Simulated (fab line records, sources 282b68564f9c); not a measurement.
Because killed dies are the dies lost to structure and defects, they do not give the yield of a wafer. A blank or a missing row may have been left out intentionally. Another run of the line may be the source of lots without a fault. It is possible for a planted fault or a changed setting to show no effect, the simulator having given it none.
Commonality check across tools ; flow rit_cmos ; Lots sampled 14, wafers sampled 48

## WHY IT WAS OPENED
At RIT_NRETRO_TW_MEAS_10 the reading NRETRO_TW is flagged on 2 of 14 lots. Fault-free wafers read 1049, with a standard deviation of 5.6.
Rule: a lot is flagged when every wafer of it that has a number lies more than 4 standard deviations from that mean, or none has a number. The other lots count as sound.

lot;measured;on;NRETRO_TW, wafer by wafer;flag
L232;day 2 06:23;film_metro-01;1040 1034 1035;
L233;day 2 15:28;film_metro-02;1056 1055 1052;
L234;day 2 22:29;film_metro-03;1055 1053 1057;
L235;day 3 05:02;film_metro-03;1052 1044 1048;
L236;day 3 11:04;film_metro-02;1052 1055 1055;
L238;day 3 19:08;film_metro-03;1054 1052 1048;
L239;day 4 00:46;film_metro-02;1049 1056 1044;
L241;day 4 09:01;film_metro-01;897 896 898 892 894 899;FLAGGED
L242;day 4 16:56;film_metro-03;1048 1050 1053;
L244;day 5 00:53;film_metro-02;904 906 907 903 901 903;FLAGGED
L251;day 6 07:14;film_metro-01;1044 1041 1046;
L252;day 6 11:40;film_metro-01;1047 1047 1051;
L253;day 6 16:12;film_metro-03;1052 1051 1057;
L254;day 6 21:50;film_metro-03;1056 1049 1058;
Average over the flagged lots: 900; offset from the usual -149, equal to -27 standard deviations.

## LOT BY LOT: THE TOOL USED
Before the reading, the record contains 2 process steps out of a 202-step route. In each cell: the tool, then ch and the chambers that the sampled wafers went through, then the start.
lot;flag;RIT_PWELL_STRIP_09;RIT_NRETRO_IMPLANT_08
L232;;plasma_asher-04 ch 0,1, day 1 22:50;implanter-03 ch 0, day 2 06:04
L233;;plasma_asher-03 ch 0,1, day 2 06:35;implanter-04 ch 0, day 2 15:10
L234;;plasma_asher-04 ch 0,1, day 2 12:03;implanter-03 ch 0, day 2 22:09
L235;;plasma_asher-02 ch 0,1, day 2 20:27;implanter-04 ch 0, day 3 04:45
L236;;plasma_asher-02 ch 0,1, day 3 02:07;implanter-04 ch 0, day 3 10:46
L238;;plasma_asher-04 ch 0,1, day 3 10:34;implanter-03 ch 0, day 3 18:49
L239;;plasma_asher-04 ch 0,1, day 3 16:14;implanter-03 ch 0, day 4 00:26
L241;FLAGGED;plasma_asher-03 ch 0,1, day 3 21:52;implanter-03 ch 0, day 4 08:44
L242;;plasma_asher-03 ch 0,1, day 4 09:53;implanter-01 ch 0, day 4 16:38
L244;FLAGGED;plasma_asher-03 ch 0,1, day 4 16:08;implanter-03 ch 0, day 5 00:34
L251;;plasma_asher-03 ch 0,1, day 5 23:22;implanter-04 ch 0, day 6 06:55
L252;;plasma_asher-02 ch 0,1, day 6 03:31;implanter-01 ch 0, day 6 11:23
L253;;plasma_asher-04 ch 0,1, day 6 08:53;implanter-01 ch 0, day 6 15:53
L254;;plasma_asher-02 ch 0,1, day 6 14:26;implanter-01 ch 0, day 6 21:31
What these steps do:
- RIT_PWELL_STRIP_09: strips in O2, time 180 s.
- RIT_NRETRO_IMPLANT_08
- RIT_NRETRO_TW_MEAS_10

## FLAGGED AGAINST TOTAL, ONE TOOL AT A TIME (gauges that did the reading follow at the end)
step;tool;lots run;flagged;share of the flagged lots;sound lots run after its first flagged lot
RIT_PWELL_STRIP_09;plasma_asher-02;4;0;none;-
RIT_PWELL_STRIP_09;plasma_asher-03;5;2;all;2 (L242,L251)
RIT_PWELL_STRIP_09;plasma_asher-04;5;0;none;-
RIT_NRETRO_IMPLANT_08;implanter-01;4;0;none;-
RIT_NRETRO_IMPLANT_08;implanter-03;6;2;all;0
RIT_NRETRO_IMPLANT_08;implanter-04;4;0;none;-
RIT_NRETRO_TW_MEAS_10;film_metro-01;4;1;some;2 (L251,L252)
RIT_NRETRO_TW_MEAS_10;film_metro-02;4;1;some;0
RIT_NRETRO_TW_MEAS_10;film_metro-03;6;0;none;-

## WHAT THE TABLE ALLOWS
In 2 table rows, all flagged lots were run: plasma_asher-03 (RIT_PWELL_STRIP_09), implanter-03 (RIT_NRETRO_IMPLANT_08).
- plasma_asher-03 at RIT_PWELL_STRIP_09: 2 of its 5 lots flagged. After the first flagged lot (L242, L251), sound lots still ran on it; a lasting fault on the whole tool would not permit that.
- implanter-03 at RIT_NRETRO_IMPLANT_08: 2 of its 6 lots flagged. A fault beginning between L239 (day 4 00:26), its last sound lot, and L241 (day 4 08:44), its first flagged one, fits the data. Its own readings (dose_ions_cm2, faraday_current_uA) fall more than 4 standard deviations out on all wafers of the flagged lots.
One tool is left: implanter-03 at RIT_NRETRO_IMPLANT_08.

## WHAT THE SIMULATOR HAD INSERTED
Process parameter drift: implanter-03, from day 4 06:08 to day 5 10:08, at RIT_NRETRO_IMPLANT_08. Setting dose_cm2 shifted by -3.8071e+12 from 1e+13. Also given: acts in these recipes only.
Struck lots among those shown: L241, L244. The rule above found the same.
